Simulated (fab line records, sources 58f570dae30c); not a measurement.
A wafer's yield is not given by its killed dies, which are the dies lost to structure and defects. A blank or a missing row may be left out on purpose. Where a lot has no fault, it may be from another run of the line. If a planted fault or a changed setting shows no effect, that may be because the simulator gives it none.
A sampling plan put to the test || flow berkeley-cmos170 || one fab line, 32 faults that these records tell of, each judged on the records of the lots that it struck; 1 more is left out, because the records don't allow judging it
The plan consists of the line's own looks: route steps at which the wafer is read by a gauge or an inspection but not changed. A look is open to judgement when struck wafers have a number at it and the file gives its usual mean and standard deviation on fault-free wafers. Caught: the struck wafers' mean, at a look after the fault's first step, is 4 or more of those standard deviations (sigma) away from the usual mean. On the tool: here the same test is run on the tool's own readings at the fault's steps. Another recipe on the struck wafers, or a record that is blank for them alone, also counts as caught.

== THE FAULTS, as the simulator had put them in ==
1. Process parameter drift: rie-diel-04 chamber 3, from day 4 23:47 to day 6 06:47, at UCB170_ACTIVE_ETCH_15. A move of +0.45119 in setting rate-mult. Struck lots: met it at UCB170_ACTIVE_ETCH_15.
2. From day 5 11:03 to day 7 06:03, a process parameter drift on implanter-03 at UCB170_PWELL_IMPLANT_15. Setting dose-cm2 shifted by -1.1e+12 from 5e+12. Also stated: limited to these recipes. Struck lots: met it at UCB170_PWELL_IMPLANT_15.
3. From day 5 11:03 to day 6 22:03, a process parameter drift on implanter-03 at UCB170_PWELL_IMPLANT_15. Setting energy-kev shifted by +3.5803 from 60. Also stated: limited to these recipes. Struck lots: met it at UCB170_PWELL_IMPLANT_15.
4. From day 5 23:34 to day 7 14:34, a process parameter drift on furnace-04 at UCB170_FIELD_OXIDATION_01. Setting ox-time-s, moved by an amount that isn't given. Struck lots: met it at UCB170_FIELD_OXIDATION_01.
5. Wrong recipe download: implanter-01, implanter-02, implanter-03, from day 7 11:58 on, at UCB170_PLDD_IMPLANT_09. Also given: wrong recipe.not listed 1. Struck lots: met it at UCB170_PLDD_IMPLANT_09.
6. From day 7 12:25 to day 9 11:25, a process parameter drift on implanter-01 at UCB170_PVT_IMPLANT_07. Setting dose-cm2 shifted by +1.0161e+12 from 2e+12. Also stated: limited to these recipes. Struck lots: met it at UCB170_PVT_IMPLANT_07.
7. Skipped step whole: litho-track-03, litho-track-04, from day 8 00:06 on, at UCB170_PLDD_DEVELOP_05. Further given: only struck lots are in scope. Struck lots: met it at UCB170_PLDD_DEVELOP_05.
8. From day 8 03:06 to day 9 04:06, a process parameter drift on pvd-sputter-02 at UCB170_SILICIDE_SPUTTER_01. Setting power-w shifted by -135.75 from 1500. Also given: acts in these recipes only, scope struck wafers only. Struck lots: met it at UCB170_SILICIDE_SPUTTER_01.
9. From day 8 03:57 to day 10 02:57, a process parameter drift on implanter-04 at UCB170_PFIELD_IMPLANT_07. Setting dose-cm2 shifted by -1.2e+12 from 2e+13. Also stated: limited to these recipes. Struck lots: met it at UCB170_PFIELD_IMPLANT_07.
10. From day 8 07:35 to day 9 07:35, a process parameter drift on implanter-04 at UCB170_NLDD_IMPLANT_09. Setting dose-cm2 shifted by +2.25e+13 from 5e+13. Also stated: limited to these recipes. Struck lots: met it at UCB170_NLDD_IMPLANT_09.
11. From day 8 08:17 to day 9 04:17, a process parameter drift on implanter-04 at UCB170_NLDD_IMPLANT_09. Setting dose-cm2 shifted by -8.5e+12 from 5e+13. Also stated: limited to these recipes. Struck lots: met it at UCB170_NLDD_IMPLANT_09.
12. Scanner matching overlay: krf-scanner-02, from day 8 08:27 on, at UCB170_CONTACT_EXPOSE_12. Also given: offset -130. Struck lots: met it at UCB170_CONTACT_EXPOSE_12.
13. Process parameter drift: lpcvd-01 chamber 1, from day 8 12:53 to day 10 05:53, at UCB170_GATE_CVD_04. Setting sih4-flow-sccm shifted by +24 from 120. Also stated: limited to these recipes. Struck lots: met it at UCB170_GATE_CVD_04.
14. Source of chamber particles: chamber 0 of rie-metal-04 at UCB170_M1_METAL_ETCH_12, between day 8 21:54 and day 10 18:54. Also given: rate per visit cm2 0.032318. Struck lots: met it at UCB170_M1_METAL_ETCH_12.
15. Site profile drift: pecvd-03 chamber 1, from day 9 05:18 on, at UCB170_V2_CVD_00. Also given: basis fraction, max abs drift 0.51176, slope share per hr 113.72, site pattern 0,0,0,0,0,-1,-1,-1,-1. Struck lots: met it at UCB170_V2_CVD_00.
16. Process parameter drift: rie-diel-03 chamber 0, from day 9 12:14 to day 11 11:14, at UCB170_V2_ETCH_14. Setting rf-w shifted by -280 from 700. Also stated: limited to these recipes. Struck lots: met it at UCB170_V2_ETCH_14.
17. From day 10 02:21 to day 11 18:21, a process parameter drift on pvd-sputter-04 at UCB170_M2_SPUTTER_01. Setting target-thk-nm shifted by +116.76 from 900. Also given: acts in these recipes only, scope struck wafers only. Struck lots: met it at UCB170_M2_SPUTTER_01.
18. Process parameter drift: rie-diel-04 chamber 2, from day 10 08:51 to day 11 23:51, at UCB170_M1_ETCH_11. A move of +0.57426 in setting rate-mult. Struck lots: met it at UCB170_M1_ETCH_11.
19. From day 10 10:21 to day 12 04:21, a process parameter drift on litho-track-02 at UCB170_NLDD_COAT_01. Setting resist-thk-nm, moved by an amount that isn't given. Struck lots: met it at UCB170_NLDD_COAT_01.
20. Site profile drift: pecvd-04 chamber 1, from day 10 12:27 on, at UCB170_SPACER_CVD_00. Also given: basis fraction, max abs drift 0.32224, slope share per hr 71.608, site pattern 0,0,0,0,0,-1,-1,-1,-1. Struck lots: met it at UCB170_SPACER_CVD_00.
21. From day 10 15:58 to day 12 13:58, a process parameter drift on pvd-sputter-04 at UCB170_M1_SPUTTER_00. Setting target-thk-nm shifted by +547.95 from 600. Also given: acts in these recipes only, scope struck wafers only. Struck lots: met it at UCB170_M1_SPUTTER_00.
22. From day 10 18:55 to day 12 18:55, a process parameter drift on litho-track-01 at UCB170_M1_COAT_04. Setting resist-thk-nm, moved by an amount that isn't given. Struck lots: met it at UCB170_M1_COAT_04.
23. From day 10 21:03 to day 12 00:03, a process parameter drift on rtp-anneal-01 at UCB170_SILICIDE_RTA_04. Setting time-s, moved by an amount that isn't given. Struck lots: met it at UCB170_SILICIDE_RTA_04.
24. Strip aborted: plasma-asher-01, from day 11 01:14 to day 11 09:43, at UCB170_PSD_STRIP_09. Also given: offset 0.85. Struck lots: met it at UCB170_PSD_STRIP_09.
25. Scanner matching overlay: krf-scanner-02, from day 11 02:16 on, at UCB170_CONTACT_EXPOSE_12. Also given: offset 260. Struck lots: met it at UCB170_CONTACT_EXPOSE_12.
26. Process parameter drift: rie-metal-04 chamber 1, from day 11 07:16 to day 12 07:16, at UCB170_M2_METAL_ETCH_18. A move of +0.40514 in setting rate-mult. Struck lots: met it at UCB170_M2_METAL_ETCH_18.
27. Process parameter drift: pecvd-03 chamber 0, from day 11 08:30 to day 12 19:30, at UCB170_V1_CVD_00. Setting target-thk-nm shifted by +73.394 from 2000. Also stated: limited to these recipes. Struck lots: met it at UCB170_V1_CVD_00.
28. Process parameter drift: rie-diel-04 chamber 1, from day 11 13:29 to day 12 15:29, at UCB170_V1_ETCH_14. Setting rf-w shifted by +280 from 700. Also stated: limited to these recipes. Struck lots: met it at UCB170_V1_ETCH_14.
29. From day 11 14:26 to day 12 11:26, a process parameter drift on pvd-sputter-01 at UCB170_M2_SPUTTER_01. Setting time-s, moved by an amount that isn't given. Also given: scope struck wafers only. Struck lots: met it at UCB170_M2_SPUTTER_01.
30. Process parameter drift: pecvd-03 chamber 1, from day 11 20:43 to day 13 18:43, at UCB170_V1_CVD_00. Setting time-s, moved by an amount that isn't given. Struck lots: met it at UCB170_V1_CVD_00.
31. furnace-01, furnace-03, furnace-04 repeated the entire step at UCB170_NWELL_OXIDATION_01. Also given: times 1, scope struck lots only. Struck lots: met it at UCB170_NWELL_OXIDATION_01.
32. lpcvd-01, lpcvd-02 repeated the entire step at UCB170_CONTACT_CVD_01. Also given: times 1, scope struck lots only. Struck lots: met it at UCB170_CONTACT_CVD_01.

== WHAT THE PLAN SAW ==
{"fault": 1, "on the tool itself": "under 2 sigma", "first look that catches it": "none of the 2 looks that can be judged after it", "reading, sigma": "-", "median hours from its first step to that look": "-", "hours from the fault's start to the first struck lot there": "-", "judged looks passed uncaught": 2}
{"fault": 2, "on the tool itself": "dose-ions-cm2 -99 or beyond sigma", "first look that catches it": "UCB170_PWELL_TW_MEAS_17", "reading, sigma": "PWELL_TW -11", "median hours from its first step to that look": 0.2, "hours from the fault's start to the first struck lot there": 8, "judged looks passed uncaught": 0}
{"fault": 3, "on the tool itself": "beam-energy-keV +99 or beyond sigma", "first look that catches it": "no look after it can be judged", "reading, sigma": "-", "median hours from its first step to that look": "-", "hours from the fault's start to the first struck lot there": "-", "judged looks passed uncaught": 0}
{"fault": 4, "on the tool itself": "under 2 sigma", "first look that catches it": "UCB170_FIELD_THK_MEAS_02", "reading, sigma": "FIELD_OXIDE_THK +9.7", "median hours from its first step to that look": 3.0, "hours from the fault's start to the first struck lot there": 9, "judged looks passed uncaught": 0}
{"fault": 5, "on the tool itself": "under 2 sigma", "first look that catches it": "UCB170_PLDD_TW_MEAS_11", "reading, sigma": "PLDD_TW -29", "median hours from its first step to that look": 0.2, "hours from the fault's start to the first struck lot there": 0, "judged looks passed uncaught": 0}
{"fault": 6, "on the tool itself": "dose-ions-cm2 +99 or beyond sigma", "first look that catches it": "UCB170_PVT_TW_MEAS_09", "reading, sigma": "PVT_TW +22", "median hours from its first step to that look": 0.2, "hours from the fault's start to the first struck lot there": 5, "judged looks passed uncaught": 0}
{"fault": 7, "on the tool itself": "no reading that can be judged", "first look that catches it": "no look after it can be judged", "reading, sigma": "-", "median hours from its first step to that look": "-", "hours from the fault's start to the first struck lot there": "-", "judged looks passed uncaught": 0}
{"fault": 8, "on the tool itself": "cathode-dc-power-W -99 or beyond sigma", "first look that catches it": "UCB170_SILICIDE_RS_MEAS_02", "reading, sigma": "SILICIDE_TI_RS +8.7", "median hours from its first step to that look": 0.1, "hours from the fault's start to the first struck lot there": 2, "judged looks passed uncaught": 0}
{"fault": 9, "on the tool itself": "dose-ions-cm2 -51 sigma", "first look that catches it": "no look after it can be judged", "reading, sigma": "-", "median hours from its first step to that look": "-", "hours from the fault's start to the first struck lot there": "-", "judged looks passed uncaught": 0}
{"fault": 10, "on the tool itself": "dose-ions-cm2 +99 or beyond sigma", "first look that catches it": "UCB170_NLDD_TW_MEAS_11", "reading, sigma": "NLDD_TW +10", "median hours from its first step to that look": 0.2, "hours from the fault's start to the first struck lot there": 1, "judged looks passed uncaught": 0}
{"fault": 11, "on the tool itself": "dose-ions-cm2 -99 or beyond sigma", "first look that catches it": "UCB170_NLDD_TW_MEAS_11", "reading, sigma": "NLDD_TW -6.7", "median hours from its first step to that look": 0.2, "hours from the fault's start to the first struck lot there": 1, "judged looks passed uncaught": 0}
{"fault": 12, "on the tool itself": "under 2 sigma", "first look that catches it": "UCB170_CONTACT_OVL_MEAS_16", "reading, sigma": "CONTACT_OVL -25", "median hours from its first step to that look": 0.5, "hours from the fault's start to the first struck lot there": 0, "judged looks passed uncaught": 0}
{"fault": 13, "on the tool itself": "sih4-flow-sccm +63 sigma", "first look that catches it": "UCB170_GATE_THK_MEAS_05", "reading, sigma": "GATE_POLY_THK +17", "median hours from its first step to that look": 1.4, "hours from the fault's start to the first struck lot there": 14, "judged looks passed uncaught": 0}
{"fault": 14, "on the tool itself": "under 2 sigma", "first look that catches it": "no look after it can be judged", "reading, sigma": "-", "median hours from its first step to that look": "-", "hours from the fault's start to the first struck lot there": "-", "judged looks passed uncaught": 0}
{"fault": 15, "on the tool itself": "under 2 sigma", "first look that catches it": "UCB170_V2_THK_MEAS_01", "reading, sigma": "V2_TEOS_THK -18", "median hours from its first step to that look": 0.2, "hours from the fault's start to the first struck lot there": 8, "judged looks passed uncaught": 0}
{"fault": 16, "on the tool itself": "rf-fwd-power-W -99 or beyond sigma", "first look that catches it": "UCB170_V2_CD_MEAS_90", "reading, sigma": "cd-nm -4.7", "median hours from its first step to that look": 0.3, "hours from the fault's start to the first struck lot there": 5, "judged looks passed uncaught": 0}
{"fault": 17, "on the tool itself": "under 2 sigma", "first look that catches it": "UCB170_M2_RS_MEAS_02", "reading, sigma": "M2_AL_RS -10", "median hours from its first step to that look": 0.1, "hours from the fault's start to the first struck lot there": 16, "judged looks passed uncaught": 0}
{"fault": 18, "on the tool itself": "oes-product-au +22 sigma", "first look that catches it": "UCB170_M1_CD_MEAS_90", "reading, sigma": "cd-nm -4.3", "median hours from its first step to that look": 0.3, "hours from the fault's start to the first struck lot there": 1, "judged looks passed uncaught": 0}
{"fault": 19, "on the tool itself": "under 2 sigma", "first look that catches it": "none of the 2 looks that can be judged after it", "reading, sigma": "-", "median hours from its first step to that look": "-", "hours from the fault's start to the first struck lot there": "-", "judged looks passed uncaught": 2}
{"fault": 20, "on the tool itself": "under 2 sigma", "first look that catches it": "UCB170_SPACER_THK_MEAS_01", "reading, sigma": "SPACER_TEOS_THK -10", "median hours from its first step to that look": 0.1, "hours from the fault's start to the first struck lot there": 1, "judged looks passed uncaught": 0}
{"fault": 21, "on the tool itself": "under 2 sigma", "first look that catches it": "UCB170_M1_RS_MEAS_01", "reading, sigma": "M1_AL_RS -53", "median hours from its first step to that look": 0.1, "hours from the fault's start to the first struck lot there": 10, "judged looks passed uncaught": 0}
{"fault": 22, "on the tool itself": "under 2 sigma", "first look that catches it": "UCB170_M1_CD_MEAS_09", "reading, sigma": "cd-nm -18", "median hours from its first step to that look": 1.7, "hours from the fault's start to the first struck lot there": 11, "judged looks passed uncaught": 0}
{"fault": 23, "on the tool itself": "under 2 sigma", "first look that catches it": "none of the 6 looks that can be judged after it", "reading, sigma": "-", "median hours from its first step to that look": "-", "hours from the fault's start to the first struck lot there": "-", "judged looks passed uncaught": 6}
{"fault": 24, "on the tool itself": "oes-product-au -35 sigma", "first look that catches it": "UCB170_NSD_TW_MEAS_10", "reading, sigma": "NSD_TW -99 or beyond", "median hours from its first step to that look": 4.7, "hours from the fault's start to the first struck lot there": 13, "judged looks passed uncaught": 0}
{"fault": 25, "on the tool itself": "under 2 sigma", "first look that catches it": "UCB170_CONTACT_OVL_MEAS_16", "reading, sigma": "CONTACT_OVL +52", "median hours from its first step to that look": 0.9, "hours from the fault's start to the first struck lot there": 1, "judged looks passed uncaught": 0}
{"fault": 26, "on the tool itself": "under 2 sigma", "first look that catches it": "UCB170_M2_CD_MEAS_90", "reading, sigma": "cd-nm -7.8", "median hours from its first step to that look": 0.3, "hours from the fault's start to the first struck lot there": 11, "judged looks passed uncaught": 0}
{"fault": 27, "on the tool itself": "under 2 sigma", "first look that catches it": "not the one look that can be judged after it", "reading, sigma": "strongest: V1_TEOS_THK at UCB170_V1_THK_MEAS_01, +2.0", "median hours from its first step to that look": "-", "hours from the fault's start to the first struck lot there": "-", "judged looks passed uncaught": 1}
{"fault": 28, "on the tool itself": "rf-fwd-power-W +99 or beyond sigma", "first look that catches it": "no look after it can be judged", "reading, sigma": "-", "median hours from its first step to that look": "-", "hours from the fault's start to the first struck lot there": "-", "judged looks passed uncaught": 0}
{"fault": 29, "on the tool itself": "under 2 sigma", "first look that catches it": "UCB170_M2_RS_MEAS_02", "reading, sigma": "M2_AL_RS -14", "median hours from its first step to that look": 0.1, "hours from the fault's start to the first struck lot there": 1, "judged looks passed uncaught": 0}
{"fault": 30, "on the tool itself": "run-length-s +27 sigma", "first look that catches it": "none of the 2 looks that can be judged after it", "reading, sigma": "strongest: V1_TEOS_THK at UCB170_V1_THK_MEAS_01, +3.5", "median hours from its first step to that look": "-", "hours from the fault's start to the first struck lot there": "-", "judged looks passed uncaught": 2}
{"fault": 31, "on the tool itself": "no reading that can be judged", "first look that catches it": "UCB170_NWELL_THK_MEAS_02", "reading, sigma": "NWELL_OXIDE_THK +29", "median hours from its first step to that look": 4.3, "hours from the fault's start to the first struck lot there": "-", "judged looks passed uncaught": 0}
{"fault": 32, "on the tool itself": "under 2 sigma", "first look that catches it": "UCB170_CONTACT_THK_MEAS_02", "reading, sigma": "CONTACT_PSG_THK +99 or beyond", "median hours from its first step to that look": 4.4, "hours from the fault's start to the first struck lot there": "-", "judged looks passed uncaught": 0}
A dash: the fault isn't caught, or these records don't give the number.

Caught at a look: 22 of 32. Caught on the tool: 13 of 32. By one or the other: 26 of 32.
Caught on the tool alone: faults 3, 9, 28, 30.
Caught at a look alone: faults 4, 5, 12, 15, 17, 20, 21, 22, 25, 26, 29, 31, 32.
Caught by neither: faults 1, 7, 14, 19, 23, 27.

== THINNER SAMPLING ==
Were the look that catches a fault to measure just every second or every third lot (counted by lot number), the first struck lot would, at worst, be measured this late:
{"fault": 2, "struck lots at that look, in order of time": "L786, L788", "every lot": "8 h", "every second lot": "may miss all 2", "every third lot": "may miss all 2"}
{"fault": 4, "struck lots at that look, in order of time": "L785, L786, L789", "every lot": "9 h", "every second lot": "9 h", "every third lot": "may miss all 3"}
{"fault": 5, "struck lots at that look, in order of time": "L984, L983, L985", "every lot": "0 h", "every second lot": "0 h", "every third lot": "7 h"}
{"fault": 6, "struck lots at that look, in order of time": "L924, L926", "every lot": "5 h", "every second lot": "may miss all 2", "every third lot": "may miss all 2"}
{"fault": 8, "struck lots at that look, in order of time": "L817, L820", "every lot": "2 h", "every second lot": "17 h", "every third lot": "may miss all 2"}
{"fault": 10, "struck lots at that look, in order of time": "L765, L764, L766", "every lot": "1 h", "every second lot": "1 h", "every third lot": "14 h"}
{"fault": 11, "struck lots at that look, in order of time": "L362, L364", "every lot": "1 h", "every second lot": "may miss all 2", "every third lot": "may miss all 2"}
{"fault": 12, "struck lots at that look, in order of time": "L272, L270, L271, L273", "every lot": "0 h", "every second lot": "4 h", "every third lot": "4 h"}
{"fault": 13, "struck lots at that look, in order of time": "L800, L799", "every lot": "14 h", "every second lot": "14 h", "every third lot": "may miss all 2"}
{"fault": 15, "struck lots at that look, in order of time": "L240, L242", "every lot": "8 h", "every second lot": "may miss all 2", "every third lot": "may miss all 2"}
{"fault": 16, "struck lots at that look, in order of time": "L521", "every lot": "5 h", "every second lot": "may miss it", "every third lot": "may miss it"}
{"fault": 17, "struck lots at that look, in order of time": "L904, L910", "every lot": "16 h", "every second lot": "may miss all 2", "every third lot": "may miss all 2"}
{"fault": 18, "struck lots at that look, in order of time": "L174", "every lot": "1 h", "every second lot": "may miss it", "every third lot": "may miss it"}
{"fault": 20, "struck lots at that look, in order of time": "L600", "every lot": "1 h", "every second lot": "may miss it", "every third lot": "may miss it"}
{"fault": 21, "struck lots at that look, in order of time": "L996, L998", "every lot": "10 h", "every second lot": "may miss all 2", "every third lot": "may miss all 2"}
{"fault": 22, "struck lots at that look, in order of time": "L440, L442", "every lot": "11 h", "every second lot": "may miss all 2", "every third lot": "may miss all 2"}
{"fault": 24, "struck lots at that look, in order of time": "L201", "every lot": "13 h", "every second lot": "may miss it", "every third lot": "may miss it"}
{"fault": 25, "struck lots at that look, in order of time": "L533, L536, L538", "every lot": "1 h", "every second lot": "2 h", "every third lot": "may miss all 3"}
{"fault": 26, "struck lots at that look, in order of time": "L315", "every lot": "11 h", "every second lot": "may miss it", "every third lot": "may miss it"}
{"fault": 29, "struck lots at that look, in order of time": "L662, L667", "every lot": "1 h", "every second lot": "20 h", "every third lot": "may miss all 2"}
Hours: fault start to first struck lot measured. 4 sigma limit: tested on the pooled struck wafers, so a lone lot may be under it. Other struck lots may not be in these records.

== THE LONGEST TIMED WAY FROM STEP TO LOOK ==
Fault 24: a median of 4.7 hours passes between UCB170_PSD_STRIP_09 and UCB170_NSD_TW_MEAS_10. No look between them can be judged.
